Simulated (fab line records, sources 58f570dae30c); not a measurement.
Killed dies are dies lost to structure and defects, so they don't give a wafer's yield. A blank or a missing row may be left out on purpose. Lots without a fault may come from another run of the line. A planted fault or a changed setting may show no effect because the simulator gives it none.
Chamber matching | flow berkeley_cmos170 | UCB170_V1_CVD_00 on pecvd-01: 3 sister chambers
The step deposits SiO2 from TEOS/O2, target thk 2000 nm, time 238.6 s. 14 wafers are shown with their chamber, then 7 later ones without.

WAFERS WITH THEIR CHAMBER
wafer  | chamber | heater_power_w (W) | susceptor_temp_C (C)
L771.1 | 0       | 286                | 390.29
L771.2 | 2       | 299                | 389.91
L771.5 | 0       | 214                | 390.42
L773.1 | 0       | 247                | 389.91
L773.2 | 2       | 318                | 389.96
L773.3 | 1       | 258                | 390.14
L783.1 | 2       | 297                | 389.83
L783.3 | 0       | 296                | 389.83
L783.4 | 1       | 207                | 389.68
L787.2 | 0       | 283                | 389.90
L787.3 | 1       | 230                | 389.84
L787.6 | 2       | 241                | 389.98
L789.2 | 2       | 319                | 390.35
L789.3 | 0       | 304                | 390.15

SIGNATURES (means of the wafers above)
reading          | chamber 0 | chamber 1 | chamber 2 | scatter within a chamber
heater_power_w   | 271.67    | 231.67    | 294.80    | 32
susceptor_temp_C | 390.0833  | 389.8867  | 390.0060  | 0.225
Rule: a wafer's distance from a chamber is the root of the sum, over the readings, of the square of ((its reading less the chamber's mean) divided by the reading's scatter). The wafer belongs to the nearest chamber; if the next one is less than 2 further off, it can't be placed. The scatter: the root of (the sum of the squares of (reading less its chamber's mean) over the shown wafers, divided by (wafers less chambers)).

WAFERS WITHOUT THEIR CHAMBER
wafer  | heater_power_w (W) | susceptor_temp_C (C)
L789.6 | 239                | 390.22
L791.2 | 232                | 389.93
L791.3 | 312                | 390.22
L791.6 | 239                | 389.85
L792.2 | 222                | 390.10
L792.4 | 205                | 389.96
L792.6 | 332                | 389.91

WHICH CHAMBER EACH WENT THROUGH
wafer  | from the rows above          | in truth
L789.6 | can't be placed: 0 or 1 or 2 | 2
L791.2 | can't be placed: 1 or 0 or 2 | 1
L791.3 | can't be placed: 2 or 0 or 1 | 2
L791.6 | can't be placed: 1 or 0 or 2 | 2
L792.2 | can't be placed: 1 or 0 or 2 | 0
L792.4 | can't be placed: 1 or 0 or 2 | 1
L792.6 | can't be placed: 2 or 0 or 1 | 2
Placed correctly: 0 of 7. Can't be placed from these rows: 7 (the true chamber is among the candidates in 7). Placed wrongly: 0.
